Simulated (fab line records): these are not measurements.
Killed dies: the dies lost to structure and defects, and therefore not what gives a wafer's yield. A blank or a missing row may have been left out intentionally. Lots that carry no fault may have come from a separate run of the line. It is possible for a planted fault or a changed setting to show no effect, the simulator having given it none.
A single fault, viewed from 2 desks / flow rit cmos / every desk sees just its own numbers, and what lay behind them comes last

== FROM THE METROLOGY DESK ==
What the gauges read for every lot (on any tool): the sampled wafers with a number, averaged. Marked OUT: a lot whose mean sits more than 4 standard deviations from the usual mean, which makes it out of limits; the brackets give that distance.
Columns: A = PSD_TW at RIT_PSD_TW_MEAS_10, usual 3418; B = PSD_RS at RIT_SDANNEAL_RS_MEAS_04, usual 115.8 ohm/sq
lot=L789; first seen here=day 3 11:57; A=3404; B=115.5
lot=L790; first seen here=day 3 13:31; A=3374; B=115.5
lot=L791; first seen here=day 3 18:10; A=3366; B=115.2
lot=L792; first seen here=day 4 01:55; A=3416; B=116.0
lot=L793; first seen here=day 4 05:28; A=3423; B=116.0
lot=L796; first seen here=day 4 21:05; A=3386; B=115.8
lot=L798; first seen here=day 5 09:05; A=3424; B=115.7
lot=L800; first seen here=day 5 12:28; A=3113 (-11) OUT; B=138.0 (+65) OUT
lot=L801; first seen here=day 6 00:02; A=3162 (-9.5) OUT; B=138.7 (+67) OUT
lot=L803; first seen here=day 6 15:47; A=3435; B=115.4
lot=L804; first seen here=day 6 15:50; A=3446; B=115.8
lot=L805; first seen here=day 6 18:43; A=3451; B=116.4
lot=L808; first seen here=day 7 06:14; A=3440; B=116.0
This desk reports L800, L801 out of limits; the earliest was L800 at day 5 12:28 (PSD_TW at RIT_PSD_TW_MEAS_10). L789, L790, L791, L792, L793, L796, L798, L803, L804, L805, L808: within limits.

== AT THE TOOL OWNER'S DESK: implanter-03 ==
RIT_PSD_IMPLANT_08, tool's own readings: per-lot mean of the sampled wafers with a number, covering each lot this tool ran. Marked OUT: a lot whose mean sits more than 4 standard deviations from the usual mean, which makes it out of limits; the brackets give that distance.
Columns: A = beam energy keV at RIT_PSD_IMPLANT_08, usual 27.002
lot=L791; first seen here=day 3 17:46; A=27.003
lot=L800; first seen here=day 5 11:59; A=18.897 (-99 or more) OUT
lot=L801; first seen here=day 5 23:43; A=18.899 (-99 or more) OUT
This desk finds L800, L801 out of limits, L800 being first, at day 5 11:59 (beam energy keV at RIT_PSD_IMPLANT_08). L791: within limits.

== TAKEN TOGETHER ==
An alarm could have come from the tool owner's desk at day 5 11:59, on L800, L801.
Metrology desk: alarm possible at day 5 12:28 on L800, L801.
All the named lots went through RIT_PSD_IMPLANT_08 on implanter-03.

== WHAT HAD BEEN PUT IN BY THE SIMULATOR ==
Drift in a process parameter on implanter-03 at RIT_PSD_IMPLANT_08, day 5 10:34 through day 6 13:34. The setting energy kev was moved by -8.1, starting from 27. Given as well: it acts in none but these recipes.
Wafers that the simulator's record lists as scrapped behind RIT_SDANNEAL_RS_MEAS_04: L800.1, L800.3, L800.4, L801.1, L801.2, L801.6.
Shown lots that were struck: L800, L801.
Hours from the fault's start to each desk's first reading out of limits: the tool owner's desk, 1; the metrology desk, 2.
